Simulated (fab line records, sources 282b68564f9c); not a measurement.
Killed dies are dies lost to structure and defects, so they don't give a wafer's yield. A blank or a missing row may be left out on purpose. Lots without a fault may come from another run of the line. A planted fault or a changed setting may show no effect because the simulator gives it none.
Which tool did it? | flow rit_cmos | 14 lots, 42 wafers sampled, at 4 steps of a route of 202

WHAT THE GAUGES READ, wafer by wafer
RIT_SILICIDE_RS_MEAS_02: measures by four-point-probe.
lot  | measured    | on            | SILICIDE_TI_RS (ohm/sq)
L912 | day 3 13:22 | film_metro-01 | 47.7 47.9 47.3
L913 | day 3 18:56 | film_metro-03 | 46.8 47.1 47.4
L916 | day 4 08:04 | film_metro-03 | 46.9 47.9 47.0
L918 | day 5 02:47 | film_metro-02 | 47.5 47.6 47.7
L919 | day 5 03:02 | film_metro-01 | 47.3 46.5 46.4
L920 | day 5 07:40 | film_metro-01 | 48.6 48.2 47.7
L921 | day 5 14:59 | film_metro-01 | 49.6 48.9 49.9
L923 | day 6 08:26 | film_metro-02 | 48.9 48.7 49.1
L926 | day 7 01:46 | film_metro-03 | 72.3 73.3 72.0
L930 | day 7 15:25 | film_metro-01 | 71.7 71.4 72.1
L931 | day 8 02:27 | film_metro-03 | 46.4 47.0 47.0
L932 | day 7 23:56 | film_metro-03 | 48.3 49.6 48.5
L934 | day 8 04:25 | film_metro-03 | 47.0 47.9 47.0
L935 | day 8 07:13 | film_metro-01 | 48.5 47.9 48.3

RIT_SILICIDE_THK_MEAS_03: measures by xrf.
lot  | measured    | on            | SILICIDE_TI_THK (nm)
L912 | day 3 13:28 | film_metro-01 | 29.7 29.7 29.8
L913 | day 3 19:03 | film_metro-03 | 30.2 30.1 30.0
L916 | day 4 08:10 | film_metro-03 | 30.0 29.5 30.1
L918 | day 5 02:55 | film_metro-02 | 29.9 29.9 29.8
L919 | day 5 03:10 | film_metro-01 | 29.9 30.2 30.1
L920 | day 5 07:46 | film_metro-01 | 29.2 29.2 29.6
L921 | day 5 15:05 | film_metro-01 | 28.7 29.0 28.4
L923 | day 6 08:32 | film_metro-02 | 29.2 29.3 29.3
L926 | day 7 01:52 | film_metro-03 | 23.5 23.4 23.8
L930 | day 7 15:32 | film_metro-01 | 23.6 23.6 23.3
L931 | day 8 02:34 | film_metro-03 | 30.5 30.2 30.0
L932 | day 8 00:03 | film_metro-03 | 29.5 29.0 29.2
L934 | day 8 04:32 | film_metro-03 | 30.1 29.7 30.1
L935 | day 8 07:19 | film_metro-01 | 29.1 29.4 29.2

WHICH TOOL RAN EACH LOT (tool, then ch and the chambers of the sampled wafers, then the start)
lot  | RIT_PRETRO_SOFTBAKE_02           | RIT_SILICIDE_SPUTTER_01
L912 | litho_track-04 ch 0, day 2 14:46 | pvd_sputter-03, day 3 13:10
L913 | litho_track-04 ch 0, day 2 18:05 | pvd_sputter-02, day 3 18:47
L916 | litho_track-02 ch 0, day 3 07:26 | pvd_sputter-02, day 4 07:53
L918 | litho_track-04 ch 0, day 3 19:17 | pvd_sputter-02, day 5 02:38
L919 | litho_track-01 ch 0, day 3 22:35 | pvd_sputter-04, day 5 02:53
L920 | litho_track-04 ch 0, day 4 03:36 | pvd_sputter-02, day 5 07:29
L921 | litho_track-04 ch 0, day 4 08:50 | pvd_sputter-03, day 5 14:47
L923 | litho_track-04 ch 0, day 5 00:31 | pvd_sputter-03, day 6 08:16
L926 | litho_track-04 ch 0, day 5 17:57 | pvd_sputter-03, day 7 01:35
L930 | litho_track-01 ch 0, day 6 14:07 | pvd_sputter-03, day 7 15:16
L931 | litho_track-01 ch 0, day 6 22:16 | pvd_sputter-04, day 8 02:17
L932 | litho_track-02 ch 0, day 6 22:26 | pvd_sputter-02, day 7 23:47
L934 | litho_track-02 ch 0, day 7 03:43 | pvd_sputter-02, day 8 04:16
L935 | litho_track-02 ch 0, day 7 06:52 | pvd_sputter-02, day 8 07:01
- RIT_PRETRO_SOFTBAKE_02: time 60.96 s.
- RIT_SILICIDE_SPUTTER_01: material Ti, target thk 30 nm, time 240 s.

WHAT THE TOOLS THEMSELVES READ (means of the sampled wafers that have a number; where no wafer has one, the mark that the record gives instead)
RIT_PRETRO_SOFTBAKE_02.
lot  | tool           | plate_sensor_t_centre_C (C) | plate_sensor_t_edge_C (C)
L912 | litho_track-04 | 90.974                      | 91.019
L913 | litho_track-04 | 90.974                      | 91.011
L916 | litho_track-02 | 90.978                      | 91.019
L918 | litho_track-04 | 90.959                      | 91.019
L919 | litho_track-01 | 90.969                      | 91.025
L920 | litho_track-04 | 90.967                      | 91.032
L921 | litho_track-04 | 90.965                      | 91.014
L923 | litho_track-04 | 90.968                      | 91.035
L926 | litho_track-04 | 90.968                      | 91.029
L930 | litho_track-01 | 90.969                      | 91.018
L931 | litho_track-01 | 90.959                      | 91.021
L932 | litho_track-02 | 90.965                      | 91.023
L934 | litho_track-02 | 90.971                      | 91.016
L935 | litho_track-02 | 90.966                      | 91.010

RIT_SILICIDE_SPUTTER_01.
lot  | tool           | cathode_dc_power_W (W) | throttle_valve_pct (%)
L912 | pvd_sputter-03 | 349.94                 | 30.6
L913 | pvd_sputter-02 | 349.93                 | 30.1
L916 | pvd_sputter-02 | 349.97                 | 30.5
L918 | pvd_sputter-02 | 349.97                 | 30.5
L919 | pvd_sputter-04 | 350.03                 | 29.5
L920 | pvd_sputter-02 | 350.05                 | 30.0
L921 | pvd_sputter-03 | 350.04                 | 30.0
L923 | pvd_sputter-03 | 350.09                 | 30.2
L926 | pvd_sputter-03 | 349.96                 | 29.8
L930 | pvd_sputter-03 | 350.00                 | 29.8
L931 | pvd_sputter-04 | 350.05                 | 30.5
L932 | pvd_sputter-02 | 350.02                 | 29.8
L934 | pvd_sputter-02 | 350.03                 | 30.0
L935 | pvd_sputter-02 | 350.00                 | 29.9

THE ANSWER, worked out from the rows above alone
Rule: what is usual is taken from the lots themselves. Put in order of their means at a reading, lots are off if they are a third of the lots or fewer, leave a main group of 4 or more, and stand apart from it by a gap of 3 or more times the standard deviation of the main group's means; of several such gaps the widest counts. A main group whose means are all the same, to the digits that the tables above print for the reading, isn't used. A lot without any number at a reading at which 4 lots or more have one is off too. The other lots that the step has rows for count as sound. The gauges are gone through in route order, then the tools' own readings, and for those a lot's mean is taken as printed above. The first step at which some lot is off is used, and at that step the reading that is off furthest; a lot without a number counts as furthest.
Off: L926, L930, at RIT_SILICIDE_RS_MEAS_02 (SILICIDE_TI_RS). The main group: mean 47.8 ohm/sq, standard deviation 0.84.
A tool fits if, at a process step before that reading, it ran every lot that is off, and no sound lot after the first of them. The gauges at RIT_SILICIDE_RS_MEAS_02 are tried like those tools. One fits: pvd_sputter-03 at RIT_SILICIDE_SPUTTER_01. Its last sound lot is L923 (day 6 08:16), its first lot that is off L926 (day 7 01:35): a fault that began between those two fits.

WHAT THE SIMULATOR HAD PUT IN
Site profile drift: pvd_sputter-03, from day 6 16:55 on, at RIT_SILICIDE_SPUTTER_01. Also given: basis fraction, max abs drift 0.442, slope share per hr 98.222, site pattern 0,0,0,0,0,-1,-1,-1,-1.
Lots struck among those shown: L926, L930. The rule above found the same.
